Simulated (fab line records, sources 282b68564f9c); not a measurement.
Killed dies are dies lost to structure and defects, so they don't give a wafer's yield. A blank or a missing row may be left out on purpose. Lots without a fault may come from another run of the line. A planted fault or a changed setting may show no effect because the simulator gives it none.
A struck lot beside a sound one | flow rit_cmos | 14 steps out of a route of 202
Sound: wafers L452.1, L452.3, L452.4. Struck: wafers L469.2, L469.5, L469.6. The cause comes at the end.
At each step with rows: each side's tool, then ch and its chambers, then its first start. Under that, the readings that differ: sound wafers | struck wafers | difference of the means | sigmas: that difference in standard deviations of wafers without a fault.
alike: readings whose means differ by less than 2 such deviations, and words and numbers that are the same on both sides. not compared: withheld readings, readings that some wafer has no value for, bounds like >300 that may hide the same value, and numbers for which the record gives no deviation and whose values overlap.
The two part at a step that has a row with sigmas, a row that says differs or no value, or rows on one side only. Numbers that don't overlap but have no deviation are shown without sigmas and don't part them. A reading that every wafer of one side lacks parts them only if that side has two wafers or more.

RIT_FOX1_THK_MEAS_01:
  sound on film_metro-01, day 2 13:52; struck on film_metro-04, day 6 04:11
  alike: FOX1_OXIDE_THK
then, 2 steps without rows for these wafers: RIT_FOX1_WET_ETCH_02 (etches SiO2 in BOE, target depth 350 nm, time 390 s); RIT_FOX2_OXIDATION_00 (target thk 350.7 nm, ox time 1130 s).
RIT_FOX2_THK_MEAS_01:
  sound on film_metro-01, day 2 15:22; struck on film_metro-02, day 6 11:48
  alike: FOX2_OXIDE_THK
then, 2 steps without rows for these wafers: RIT_FOX2_CLEAN_02 (cleans in dHF, time 180 s); RIT_FOX2_WET_ETCH_03 (etches Si3N4 in H3PO4, target depth 195 nm, time 2700 s).
RIT_FOX2_THK_MEAS_90:
  sound on film_metro-01, day 2 16:14; struck on film_metro-02, day 6 12:45
  alike: FIELD_OXIDE_LEFT_1_THK
then, 5 steps without rows for these wafers: RIT_NWELL_HMDS_00 (prime time 60 s); RIT_NWELL_COAT_01 (resist thk 1300 nm); RIT_NWELL_SOFTBAKE_02 (time 60 s); RIT_NWELL_EXPOSE_03 (exposes mask M2, target cd 43900 nm); RIT_NWELL_PEB_04.
RIT_NWELL_DEVELOP_05: develop time 68 s.
  sound on litho_track-04 ch 0, day 2 17:00; struck on litho_track-02, day 6 13:00
  no value came back on the struck wafers for chill_plate_temp_C (C), develop_time_s (s), developer_temp_C (C), resist_line_temp_C (C); on the sound wafers chill_plate_temp_C (C) reads 22.92 23.03 23.01
RIT_NWELL_OVL_MEAS_06:
  sound on overlay-02, day 2 17:10; struck on overlay-02, day 6 14:07
  reading        | sound       | struck | difference                    | sigmas
  NWELL_OVL (nm) | 1.4 1.1 0.6 | - - -  | no value on the struck wafers |

WHERE THEY PART
First at RIT_NWELL_DEVELOP_05; last, within this record, at RIT_NWELL_OVL_MEAS_06.

WHY: what the simulator had put in
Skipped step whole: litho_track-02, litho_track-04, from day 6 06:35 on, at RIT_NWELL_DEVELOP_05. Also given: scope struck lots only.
